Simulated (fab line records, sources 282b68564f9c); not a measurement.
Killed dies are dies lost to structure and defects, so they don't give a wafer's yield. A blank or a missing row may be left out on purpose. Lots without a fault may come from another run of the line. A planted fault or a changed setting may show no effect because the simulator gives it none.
fab line records | flow rit_cmos
record lots=15 wafers=45 last_day=7
route steps=202 shown CONTACT@182 M1@202
lots that met no fault: from a run of the same line without faults
start_h: hours from the record's first day to the start of the lot's first wafer shown | wait_h: hours since the lot's step before | " the same as in the row above | L1.1+2: a row that stands for several wafers | - no value, or no start given | * or withheld: withheld | < > ~ a bound
route shown NAME@n: a module of which the file shows steps, and the number in the route of the first | usual: mean/standard deviation of fault-free wafers | same: alike in all rows | chamber/n: place in a boat | sites: the reading at each site | _std_site: their standard deviation | _edge_site: outer sites' mean less inner sites' | radius_mm: how far each site lies from the wafer's centre | mask NAME#n: copy n | behind: the tool/chamber that last shaped the wafer | hold: why the lot was held/for how many hours/how that ended | device: the transistor (n, p or np) that didn't switch | end of line: the same wafers' tests at the end of the route | a step without rows: its recipe alone | killed: dies lost to structure and defects at the first sort, not the wafer's yield | map: a wafer's dies, x killed, . not, _ none there
set.NAME: the setting as run; set.NAME@STEP: as run at that earlier step | model.NAME: the simulator's own value behind a step, which no gauge read
steps of the route over a sample of lots; a table a step, a row a wafer
services: from which hour (start_h, from the record's first day; less than 0 if before it) a tool's chamber was out of use, for how many hours, and why
## steps
# step RIT_CONTACT_CLEAN_13
# recipe chemistry=SC1 mix=3:3:50 time_s=600 temp_c=75
# usual run_length_s=629/3.2
# columns lot.wafer tool chamber start_h wait_h run_length_s
L170.1 wet_bench-03 1 59.01 0.1 626
L170.5 " 1 " " 626
L170.6 " 1 " " 626
L172.4 wet_bench-03 0 69.53 0.0 626
L172.5 " 0 " " 626
L172.6 " 0 " " 626
L173.1 wet_bench-04 0 71.63 0.1 627
L173.3 " 0 " " 627
L173.6 " 0 " " 627
L174.2 wet_bench-04 0 77.62 0.1 627
L174.4 " 0 " " 627
L174.6 " 0 " " 627
L175.1 wet_bench-04 0 82.20 0.1 626
L175.3 " 0 " " 626
L175.6 " 0 " " 626
L176.2 wet_bench-03 3 86.72 0.1 627
L176.4 " 3 " " 627
L176.5 " 3 " " 627
L178.1 wet_bench-03 2 99.85 0.1 625
L178.5 " 2 " " 625
L178.6 " 2 " " 625
L179.1 wet_bench-04 2 102.92 0.1 632
L179.2 " 2 " " 632
L179.3 " 2 " " 632
L180.1 wet_bench-04 2 104.60 0.1 633
L180.5 " 2 " " 633
L180.6 " 2 " " 633
L182.1 wet_bench-04 1 114.10 0.1 593
L182.2 " 1 " " 593
L182.4 " 1 " " 593
L184.2 wet_bench-03 3 125.40 0.1 635
L184.3 " 3 " " 635
L184.5 " 3 " " 635
L185.2 wet_bench-04 1 132.57 0.1 592
L185.5 " 1 " " 592
L185.6 " 1 " " 592
L187.2 wet_bench-04 3 142.42 0.1 595
L187.5 " 3 " " 595
L187.6 " 3 " " 595
L189.1 wet_bench-01 3 152.42 0.1 626
L189.2 " 3 " " 626
L189.4 " 3 " " 626
L190.1 wet_bench-01 3 154.29 0.1 627
L190.2 " 3 " " 627
L190.4 " 3 " " 627
# step RIT_M1_PROBE_99
# usual killed_at_M0_to_M3=0.0/0.23 killed_at_contacts=0.1/0.34 killed_at_front_end=6.9/2.8 killed_dies=7.1/2.8 killed_open=3.4/1.9 killed_short=3.6/1.7
# same gross_dies=264 killed_at_M4_up=0 killed_at_back_side=0 killed_at_other=0
# columns lot.wafer tool chamber start_h wait_h killed_at_M0_to_M3 killed_at_contacts killed_at_front_end killed_dies killed_open killed_short
L175.1 prober-02 - 86.58 0.1 0 0 8 8 3 5
L175.3 prober-02 - 86.68 0.2 0 0 8 8 2 6
L175.6 prober-02 - 86.83 0.2 0 0 8 8 4 4
L176.2 prober-01 - 91.17 0.1 0 0 5 5 3 2
L176.4 prober-01 - 91.27 0.2 0 0 10 10 3 7
L176.5 prober-01 - 91.32 0.2 0 0 4 4 2 2
# killed by level:class
L175.1 GATE:geometric_particle:short=3 REOX:geometric_particle:short=2 FOX2:geometric_particle:open=1 GATE:geometric_particle:open=1 SPACER:geometric_particle:open=1
L175.3 GATE:geometric_particle:short=3 GATE:geometric_particle:open=2 REOX:geometric_particle:short=2 FOX1:geometric_particle:short=1
L175.6 REOX:geometric_particle:short=2 FOX1:geometric_particle:open=1 GATE:geometric_particle:open=1 SPACER:geometric_particle:open=1 SPACER:geometric_particle:short=1 SILICIDE:geometric_particle:short=1 SILICIDE:geometric_particle:open=1
L176.2 SPACER:geometric_particle:open=3 FOX2:geometric_particle:short=1 GATE:geometric_particle:short=1
L176.4 SILICIDE:geometric_particle:short=3 GATE:geometric_particle:open=2 GATE:geometric_particle:short=2 REOX:geometric_particle:short=1 SPACER:geometric_particle:open=1 SPACER:geometric_particle:short=1
L176.5 FOX2:geometric_particle:short=1 FOX2:geometric_particle:open=1 GATE:geometric_particle:open=1 REOX:geometric_particle:short=1
## services
# columns tool chamber start_h hours kind
wet_bench-01 - 102.91 1.9 pm
## key
first_sign step=RIT_CONTACT_CLEAN_13 reading=run_length_s direction=down sigmas=11 usual=* struck=*
effect none on later readings
met_at RIT_CONTACT_CLEAN_13
struck_lots L182,L185,L187
tester_left_out L182,L185,L187
onset_between 104.60 114.10
fault kind=process_parameter_drift tool=wet_bench-04 chamber=- onset_h=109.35 steps=RIT_CONTACT_CLEAN_13 channel=time_s offset=* shape=step end_h=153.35 acts_in=* stated=*
# tester_left_out: of these lots the tester's yield and bins aren't shown, on N5 and GAA mostly nor the transistor test; their killed dies are dies lost to structure and defects alone, not to doping, threshold or leakage, so they don't give the yield
